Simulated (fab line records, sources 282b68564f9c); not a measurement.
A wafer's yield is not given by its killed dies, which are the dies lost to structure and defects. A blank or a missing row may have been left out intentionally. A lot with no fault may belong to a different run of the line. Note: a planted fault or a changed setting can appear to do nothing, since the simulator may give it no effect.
Check of tool commonality ; flow rit-cmos ; 42 wafers sampled across 14 lots

REASON FOR OPENING
2 of 14 lots carry a flag on the reading NLDD_TW at RIT_NLDD_TW_MEAS_10. Wafers without a fault read 2488, standard deviation 11.
Rule: a lot is flagged when every wafer of it that has a number lies more than 4 standard deviations from that mean, or none has a number. The rest of the lots are taken to be sound.

lot;measured;on;NLDD_TW, wafer by wafer;flag
L606;day 2 20:40;film-metro-02;2477 2482 2479;
L607;day 3 03:26;film-metro-02;2503 2498 2494;
L608;day 3 09:32;film-metro-02;2501 2492 2497;
L609;day 3 09:34;film-metro-04;2493 2496 2503;
L610;day 3 22:38;film-metro-04;2509 2497 2505;
L611;day 3 22:41;film-metro-02;2503 2503 2490;
L612;day 4 00:09;film-metro-03;2500 2486 2493;
L613;day 4 05:16;film-metro-02;2466 2468 2480;
L614;day 4 11:15;film-metro-04;1929 1937 1933;FLAGGED
L618;day 5 08:07;film-metro-02;2486 2478 2465;
L619;day 5 11:20;film-metro-02;1912 1922 1915;FLAGGED
L624;day 6 11:07;film-metro-03;2486 2476 2480;
L628;day 7 09:22;film-metro-03;2493 2497 2485;
L629;day 7 14:07;film-metro-02;2481 2474 2475;
On average the flagged lots' numbers are 1925, which is -563 against the usual, or -51 standard deviations.

WHICH TOOL EACH LOT WENT THROUGH
The record keeps 1 process step preceding the reading, out of 202 steps on the route. Cell contents, in order: the tool; ch with the chambers the sampled wafers went through; the start.
lot;flag;RIT_NLDD_IMPLANT_08
L606;;implanter-03 ch 0, day 2 20:21
L607;;implanter-03 ch 0, day 3 03:09
L608;;implanter-02 ch 0, day 3 09:13
L609;;implanter-04 ch 0, day 3 09:14
L610;;implanter-04 ch 0, day 3 22:19
L611;;implanter-03 ch 0, day 3 22:24
L612;;implanter-04 ch 0, day 3 23:50
L613;;implanter-04 ch 0, day 4 04:56
L614;FLAGGED;implanter-04 ch 0, day 4 10:56
L618;;implanter-02 ch 0, day 5 07:47
L619;FLAGGED;implanter-04 ch 0, day 5 11:01
L624;;implanter-02 ch 0, day 6 10:47
L628;;implanter-02 ch 0, day 7 09:03
L629;;implanter-02 ch 0, day 7 13:49
What the steps here do:
- RIT_NLDD_IMPLANT_08
- RIT_NLDD_TW_MEAS_10

FLAGGED AGAINST TOTAL, ONE TOOL AT A TIME (gauges that did the reading follow at the end)
step;tool;lots run;flagged;share of the flagged lots;sound lots run after its first flagged lot
RIT_NLDD_IMPLANT_08;implanter-02;5;0;none;-
RIT_NLDD_IMPLANT_08;implanter-03;3;0;none;-
RIT_NLDD_IMPLANT_08;implanter-04;6;2;all;0
RIT_NLDD_TW_MEAS_10;film-metro-02;8;1;some;1 (L629)
RIT_NLDD_TW_MEAS_10;film-metro-03;3;0;none;-
RIT_NLDD_TW_MEAS_10;film-metro-04;3;1;some;0

THE TABLE: WHAT IT ALLOWS
In the table, 1 row covers all flagged lots: implanter-04 at RIT_NLDD_IMPLANT_08.
- implanter-04 at RIT_NLDD_IMPLANT_08 ran 6 lots, 2 of them flagged. Last sound lot L613 at day 4 04:56, first flagged lot L614 at day 4 10:56; a fault beginning in between fits. Its own readings lie more than 4 standard deviations out on every wafer of the flagged lots: dose-ions-cm2, faraday-current-uA.
What remains is a single tool, implanter-04 at RIT_NLDD_IMPLANT_08.

WHAT THE SIMULATOR PUT IN
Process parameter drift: implanter-04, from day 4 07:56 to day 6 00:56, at RIT_NLDD_IMPLANT_08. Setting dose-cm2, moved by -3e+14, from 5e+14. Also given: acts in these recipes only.
Shown lots that were struck: L614, L619. The rule given above showed the same thing.
